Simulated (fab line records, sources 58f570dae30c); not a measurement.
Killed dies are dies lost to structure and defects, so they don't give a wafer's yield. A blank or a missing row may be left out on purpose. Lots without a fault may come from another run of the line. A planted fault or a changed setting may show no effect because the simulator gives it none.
Which tool did it? | flow berkeley_cmos170 | 14 lots, 42 wafers sampled, at 2 steps of a route of 331

WHAT THE GAUGES READ, wafer by wafer
UCB170_PLDD_TW_MEAS_11.
lot  | measured     | on            | PLDD_TW
L740 | day 7 12:49  | film_metro-04 | 1018 1011 1017
L744 | day 8 06:02  | film_metro-02 | 1002 1001 1002
L742 | day 8 06:44  | film_metro-03 | 1001 1003 1006
L743 | day 8 07:23  | film_metro-03 | 1004 1010 1004
L745 | day 8 16:11  | film_metro-04 | 1017 1017 1011
L748 | day 8 20:56  | film_metro-02 | 992 999 996
L750 | day 8 21:13  | film_metro-04 | 1055 1058 1059
L747 | day 8 21:40  | film_metro-02 | 1000 1003 999
L751 | day 10 03:32 | film_metro-04 | 1007 1014 1008
L752 | day 10 03:47 | film_metro-03 | 1053 1043 1048
L754 | day 10 17:17 | film_metro-03 | 1005 1000 996
L756 | day 10 18:01 | film_metro-04 | 1010 1007 1005
L759 | day 11 11:07 | film_metro-03 | 1001 1003 1006
L761 | day 12 11:16 | film_metro-03 | 1008 1008 1009

WHICH TOOL RAN EACH LOT (tool, then ch and the chambers of the sampled wafers, then the start)
lot  | UCB170_PLDD_IMPLANT_08
L740 | implanter-04 ch 0, day 7 12:26
L744 | implanter-04 ch 0, day 8 05:40
L742 | implanter-03 ch 0, day 8 06:21
L743 | implanter-04 ch 0, day 8 06:59
L745 | implanter-03 ch 0, day 8 15:49
L748 | implanter-03 ch 0, day 8 20:33
L750 | implanter-04 ch 0, day 8 20:49
L747 | implanter-03 ch 0, day 8 21:16
L751 | implanter-02 ch 0, day 10 03:10
L752 | implanter-04 ch 0, day 10 03:23
L754 | implanter-03 ch 0, day 10 16:53
L756 | implanter-02 ch 0, day 10 17:37
L759 | implanter-03 ch 0, day 11 10:43
L761 | implanter-02 ch 0, day 12 10:52
- UCB170_PLDD_IMPLANT_08

WHAT THE TOOLS THEMSELVES READ (means of the sampled wafers that have a number; where no wafer has one, the mark that the record gives instead)
UCB170_PLDD_IMPLANT_08.
lot  | tool         | beam_energy_keV
L740 | implanter-04 | 10.003
L744 | implanter-04 | 10.002
L742 | implanter-03 | 9.998
L743 | implanter-04 | 10.002
L745 | implanter-03 | 10.000
L748 | implanter-03 | 10.001
L750 | implanter-04 | 13.495
L747 | implanter-03 | 10.002
L751 | implanter-02 | 10.002
L752 | implanter-04 | 13.500
L754 | implanter-03 | 10.000
L756 | implanter-02 | 9.996
L759 | implanter-03 | 10.001
L761 | implanter-02 | 10.001

THE ANSWER, worked out from the rows above alone
Rule: what is usual is taken from the lots themselves. Put in order of their means at a reading, lots are off if they are a third of the lots or fewer, leave a main group of 4 or more, and stand apart from it by a gap of 3 or more times the standard deviation of the main group's means; of several such gaps the widest counts. A main group whose means are all the same, to the digits that the tables above print for the reading, isn't used. A lot without any number at a reading at which 4 lots or more have one is off too. The other lots that the step has rows for count as sound. The gauges are gone through in route order, then the tools' own readings, and for those a lot's mean is taken as printed above. The first step at which some lot is off is used, and at that step the reading that is off furthest; a lot without a number counts as furthest.
Off: L750, L752, at UCB170_PLDD_TW_MEAS_11 (PLDD_TW). The main group: mean 1006, standard deviation 5.7.
A tool fits if, at a process step before that reading, it ran every lot that is off, and no sound lot after the first of them. The gauges at UCB170_PLDD_TW_MEAS_11 aren't tried: what is off there is off at UCB170_PLDD_IMPLANT_08 too, on other tools, and a gauge's error can't cause that. One fits: implanter-04 at UCB170_PLDD_IMPLANT_08. Its last sound lot is L743 (day 8 06:59), its first lot that is off L750 (day 8 20:49): a fault that began between those two fits.
The tool's own readings at UCB170_PLDD_IMPLANT_08 bear it out: on the lots that are off they differ by more than 5 times the standard deviation of the sound lots' means. beam_energy_keV reads 13.497 there against 10.001 on the sound lots.

WHAT THE SIMULATOR HAD PUT IN
Process parameter drift: implanter-04, from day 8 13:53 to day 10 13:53, at UCB170_PLDD_IMPLANT_08. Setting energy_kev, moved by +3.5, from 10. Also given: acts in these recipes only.
Lots struck among those shown: L750, L752. The rule above found the same.
